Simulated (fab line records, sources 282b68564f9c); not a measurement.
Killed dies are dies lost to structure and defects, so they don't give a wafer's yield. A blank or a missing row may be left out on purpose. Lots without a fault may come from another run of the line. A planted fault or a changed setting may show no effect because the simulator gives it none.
A struck lot beside a sound one | flow rit_cmos | 27 steps out of a route of 202
Sound: wafers L542.3, L542.4, L542.6. Struck: wafers L551.2, L551.3, L551.6. The cause comes at the end.
At each step with rows: each side's tool, then ch and its chambers, then its first start. Under that, the readings that differ: sound wafers | struck wafers | difference of the means | sigmas: that difference in standard deviations of wafers without a fault.
alike: readings whose means differ by less than 2 such deviations, and words and numbers that are the same on both sides. not compared: withheld readings, readings that some wafer has no value for, bounds like >300 that may hide the same value, and numbers for which the record gives no deviation and whose values overlap.
The two part at a step that has a row with sigmas, a row that says differs or no value, or rows on one side only. Numbers that don't overlap but have no deviation are shown without sigmas and don't part them. A reading that every wafer of one side lacks parts them only if that side has two wafers or more.

RIT_ACTIVE_BOW_MEAS_00:
  sound on film_metro-04, day 3 22:02; struck on film_metro-04, day 5 19:01
  alike: INCOMING_BOW
then, 1 step without rows for these wafers: RIT_ACTIVE_OXIDATION_01 (target thk 46.8 nm, ox time 3360 s).
RIT_ACTIVE_THK_MEAS_02:
  sound on film_metro-03, day 4 00:04; struck on film_metro-03, day 5 21:04
  alike: ACTIVE_OXIDE_THK
RIT_ACTIVE_CVD_03: deposits Si3N4 from SiH2Cl2/NH3, target thk 150 nm, time 1500 s.
  sound on lpcvd-01 ch 0, day 4 00:07; struck on lpcvd-01 ch 0, day 5 21:07
  reading                                  | sound             | struck            | difference                    | sigmas
  susceptor_temp_C (C)                     | 809.6 809.8 809.9 | - - -             | no value on the struck wafers |
  model.Si3N4_of_ACTIVE_CVD_03.thk_nm (nm) | 151.6 152.3 151.3 | 135.2 135.9 135.1 | -16.3                         |
  alike: zone_power_source_pct
RIT_ACTIVE_THK_MEAS_04:
  sound on film_metro-04, day 4 01:33; struck on film_metro-03, day 5 22:32
  reading                 | sound             | struck            | difference | sigmas
  ACTIVE_NITRIDE_THK (nm) | 151.7 152.3 151.2 | 135.3 135.8 135.0 | -16.4      | -12
then, 6 steps without rows for these wafers: RIT_ACTIVE_HMDS_05 (prime time 60 s); RIT_ACTIVE_COAT_06 (resist thk 1000 nm); RIT_ACTIVE_SOFTBAKE_07 (time 60 s); RIT_ACTIVE_EXPOSE_08 (exposes mask M1, target cd 1400 nm); RIT_ACTIVE_PEB_09; RIT_ACTIVE_DEVELOP_10 (develop time 50 s).
RIT_ACTIVE_CD_MEAS_11: target cd 1400 nm.
  sound on cd_sem-01, day 4 02:29; struck on cd_sem-02, day 5 23:35
  alike: cd_nm
then, 1 step without rows for these wafers: RIT_ACTIVE_HARDBAKE_12 (time 60 s).
RIT_ACTIVE_ETCH_13: etches Si3N4 in SF6, stops on SiO2, time 210 s, target depth 210 nm.
  sound on rie_diel-03 ch 1,2, day 4 02:43; struck on rie_diel-04 ch 0,1,2, day 5 23:50
  reading                            | sound             | struck            | difference | sigmas
  oes_product_au (a.u.)              | 0.833 0.811 0.814 | 0.786 0.770 0.788 | -0.038     | -3
  model.etch.depth_nm (nm)           | 151.6 152.3 151.3 | 135.2 135.9 135.1 | -16.3      |
  model.ACTIVE.feature_depth_nm (nm) | 152 152.3 151.3   | 135.4 135.9 136.4 | -16.0      |
  alike: drypump_motor_current_A, throttle_valve_pct
  not compared: rf_hours_counter_h
RIT_ACTIVE_STRIP_14: strips in O2, time 180 s.
  sound on plasma_asher-03 ch 0,1, day 4 02:54; struck on plasma_asher-03 ch 0,1, day 5 23:58
  alike: drypump_motor_current_A
  not compared: rf_hours_counter_h
RIT_ACTIVE_CD_MEAS_90: target cd 1400 nm.
  sound on cd_sem-02, day 4 03:04; struck on cd_sem-02, day 6 00:10
  alike: cd_nm
then, 4 steps without rows for these wafers: RIT_ACTIVE_CLEAN_15 (cleans in SC1, time 600 s); RIT_ACTIVE_CLEAN_16 (cleans in dHF, time 30 s); RIT_ACTIVE_CLEAN_17 (cleans in SC2, time 600 s); RIT_FOX1_OXIDATION_00 (target thk 350.7 nm, ox time 1130 s).
RIT_FOX1_THK_MEAS_01:
  sound on film_metro-02, day 4 05:01; struck on film_metro-04, day 6 01:58
  alike: FOX1_OXIDE_THK
then, 2 steps without rows for these wafers: RIT_FOX1_WET_ETCH_02 (etches SiO2 in BOE, target depth 350 nm, time 390 s); RIT_FOX2_OXIDATION_00 (target thk 350.7 nm, ox time 1130 s).
RIT_FOX2_THK_MEAS_01:
  sound on film_metro-01, day 4 06:31; struck on film_metro-02, day 6 03:28
  alike: FOX2_OXIDE_THK
RIT_FOX2_CLEAN_02: cleans in dHF, time 180 s.
  sound on wet_bench-02 ch 0, day 4 06:34; struck on wet_bench-02 ch 3, day 6 03:31
  reading                                  | sound             | struck          | difference | sigmas
  model.Si3N4_of_ACTIVE_CVD_03.thk_nm (nm) | 132.5 133.1 132.2 | 116 116.6 115.8 | -16        |
then, 1 step without rows for these wafers: RIT_FOX2_WET_ETCH_03 (etches Si3N4 in H3PO4, target depth 195 nm, time 2700 s).
RIT_M1_PROBE_99:
  sound on prober-02, day 5 20:22; struck on prober-02, day 7 18:25
  alike: killed_at_M0_to_M3, killed_at_contacts, killed_at_front_end, killed_dies, killed_open, killed_short

WHERE THEY PART
First at RIT_ACTIVE_CVD_03; last, within this record, at RIT_ACTIVE_ETCH_13. Later steps at which nothing parts them and some readings are alike: RIT_ACTIVE_STRIP_14, RIT_ACTIVE_CD_MEAS_90, RIT_FOX1_THK_MEAS_01, RIT_FOX2_THK_MEAS_01, RIT_M1_PROBE_99.

WHY: what the simulator had put in
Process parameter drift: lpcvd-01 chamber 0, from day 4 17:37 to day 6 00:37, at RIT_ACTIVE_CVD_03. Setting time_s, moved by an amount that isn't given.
